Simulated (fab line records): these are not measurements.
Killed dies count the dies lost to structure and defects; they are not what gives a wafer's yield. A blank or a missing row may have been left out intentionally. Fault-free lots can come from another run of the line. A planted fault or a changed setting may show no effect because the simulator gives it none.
Lot-split experiment + flow rit-cmos + 23 wafers read from 5 lots, route of 202 steps

SPLIT DETAILS
At RIT_ACTIVE_COAT_06 (resist thk 1000 nm), the setting resist-thk-nm was moved away from the recipe's 1000 nm on 6 of the 23 wafers read, by -5.8% to +5.3%. This setting was run at the recipe's value on the other wafers.

FROM THE SPLIT TO THE READING: what the file shows between them, 4 steps
- RIT_ACTIVE_SOFTBAKE_07: time 60 s
- RIT_ACTIVE_EXPOSE_08: exposes mask M1, target cd 1400 nm
- RIT_ACTIVE_DEVELOP_10: develop time 48.2 s
- RIT_ACTIVE_HARDBAKE_12: time 60 s

THE READING
NOVOLAK_of_ACTIVE_COAT_06.thk-nm (the simulator's own value, which no gauge read), in nm, at RIT_ACTIVE_ETCH_13 (etches Si3N4 in SF6, stops on SiO2, time 210 s, target depth 210 nm). The file gives no usual value for it. Here, 17 wafers ran the recipe; their average is 654.6 nm with a standard deviation of 6.6 nm.

| wafer  | tool, chamber at the split | resist-thk-nm as run, nm | against the recipe | NOVOLAK_of_ACTIVE_COAT_06.thk-nm, nm | against lot-mates on the recipe |
|--------|----------------------------|--------------------------|--------------------|--------------------------------------|---------------------------------|
| L074.1 | litho-track-02, 0          | 1053                     | +5.3%              | 692.7                                | +44.7                           |
| L074.2 | litho-track-02, 0          | 1000                     | recipe             | 644.8                                | -                               |
| L074.3 | litho-track-02, 0          | 1053                     | +5.3%              | 695.9                                | +47.9                           |
| L074.5 | litho-track-02, 0          | 1000                     | recipe             | 647.6                                | -                               |
| L074.6 | litho-track-02, 0          | 1000                     | recipe             | 651.5                                | -                               |
| L075.1 | litho-track-04, 0          | 1000                     | recipe             | 659.3                                | -                               |
| L075.2 | litho-track-04, 0          | 1000                     | recipe             | 656.7                                | -                               |
| L075.3 | litho-track-04, 0          | 1000                     | recipe             | 651.8                                | -                               |
| L075.5 | litho-track-04, 0          | 1000                     | recipe             | 651.3                                | -                               |
| L075.6 | litho-track-04, 0          | 1000                     | recipe             | 650.2                                | -                               |
| L077.1 | litho-track-01, 0          | 1000                     | recipe             | 654.2                                | -                               |
| L077.2 | litho-track-01, 0          | 1000                     | recipe             | 651.9                                | -                               |
| L077.3 | litho-track-01, 0          | 941.7                    | -5.8%              | 602.6                                | -49.9                           |
| L077.4 | litho-track-01, 0          | 941.7                    | -5.8%              | 611.1                                | -41.4                           |
| L077.5 | litho-track-01, 0          | 1000                     | recipe             | 651.3                                | -                               |
| L083.1 | litho-track-01, 0          | 1000                     | recipe             | 666.9                                | -                               |
| L083.4 | litho-track-01, 0          | 1000                     | recipe             | 671.8                                | -                               |
| L083.5 | litho-track-01, 0          | 1000                     | recipe             | 660.3                                | -                               |
| L085.1 | litho-track-01, 0          | 973.7                    | -2.6%              | 624                                  | -29.1                           |
| L085.2 | litho-track-01, 0          | 1000                     | recipe             | 651.8                                | -                               |
| L085.4 | litho-track-01, 0          | 973.7                    | -2.6%              | 632.1                                | -21.0                           |
| L085.5 | litho-track-01, 0          | 1000                     | recipe             | 655.1                                | -                               |
| L085.6 | litho-track-01, 0          | 1000                     | recipe             | 652.4                                | -                               |

FIT RESULTS
A straight line over all 23 wafers: NOVOLAK_of_ACTIVE_COAT_06.thk-nm changes by +8.06 nm for each +1% of resist-thk-nm; r = +0.95; the points scatter about the line by 6.4 nm.
The same after taking each lot's own level away (the mean of its wafers on the recipe; 23 wafers): +8.38 nm for each +1%; r = +0.99; scatter 3.7 nm.
That fit puts the effect of the largest move of resist-thk-nm on the reading at 49 nm.
Across the lots, their own levels run from 647.97 to 666.33 nm, a range of 2.8 times the standard deviation given above.
The two slopes are in agreement: the lot-to-lot level therefore moves the slope only a little.
Check: with one of the wafers moved furthest among these (-5.8%) left out of the fit, the line predicts -48.2 nm for it against its lot-mates. It came out at -49.9 nm against them.

ADDITIONAL SPLITS CARRIED BY THESE WAFERS
Note: prior to the reading, these wafers also went through further splits. Each is held against what the fit with the lots' levels taken away leaves over:
| other split on the same wafers   | wafers away from the commonest value | r with NOVOLAK_of_ACTIVE_COAT_06.thk-nm (lot level and that fit taken away) |
|----------------------------------|--------------------------------------|-----------------------------------------------------------------------------|
| RIT_ACTIVE_CVD_03 pressure-mtorr | 15                                   | -0.04                                                                       |

THE WHOLE CHAIN: every reading that the file lists as answering this split, in the file's order
| step                   | what it does                                                        | reading                                                                           | change (the file's fit)              | r (the file's) |
|------------------------|---------------------------------------------------------------------|-----------------------------------------------------------------------------------|--------------------------------------|----------------|
| RIT_ACTIVE_COAT_06     | resist thk 1000 nm                                                  | NOVOLAK_of_ACTIVE_COAT_06.thk-nm (the simulator's own value, which no gauge read) | +10.2 nm for each +1% of the setting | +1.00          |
| RIT_ACTIVE_HARDBAKE_12 | time 60 s                                                           | NOVOLAK_of_ACTIVE_COAT_06.thk-nm (the simulator's own value, which no gauge read) | +8.89 nm for each +1% of the setting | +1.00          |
| RIT_ACTIVE_ETCH_13     | etches Si3N4 in SF6, stops on SiO2, time 210 s, target depth 210 nm | NOVOLAK_of_ACTIVE_COAT_06.thk-nm (the simulator's own value, which no gauge read) | +8.36 nm for each +1% of the setting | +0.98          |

THE FILE'S OWN FIT
NOVOLAK_of_ACTIVE_COAT_06.thk-nm changes by +8.36 nm for each +1% of resist-thk-nm, r = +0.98.
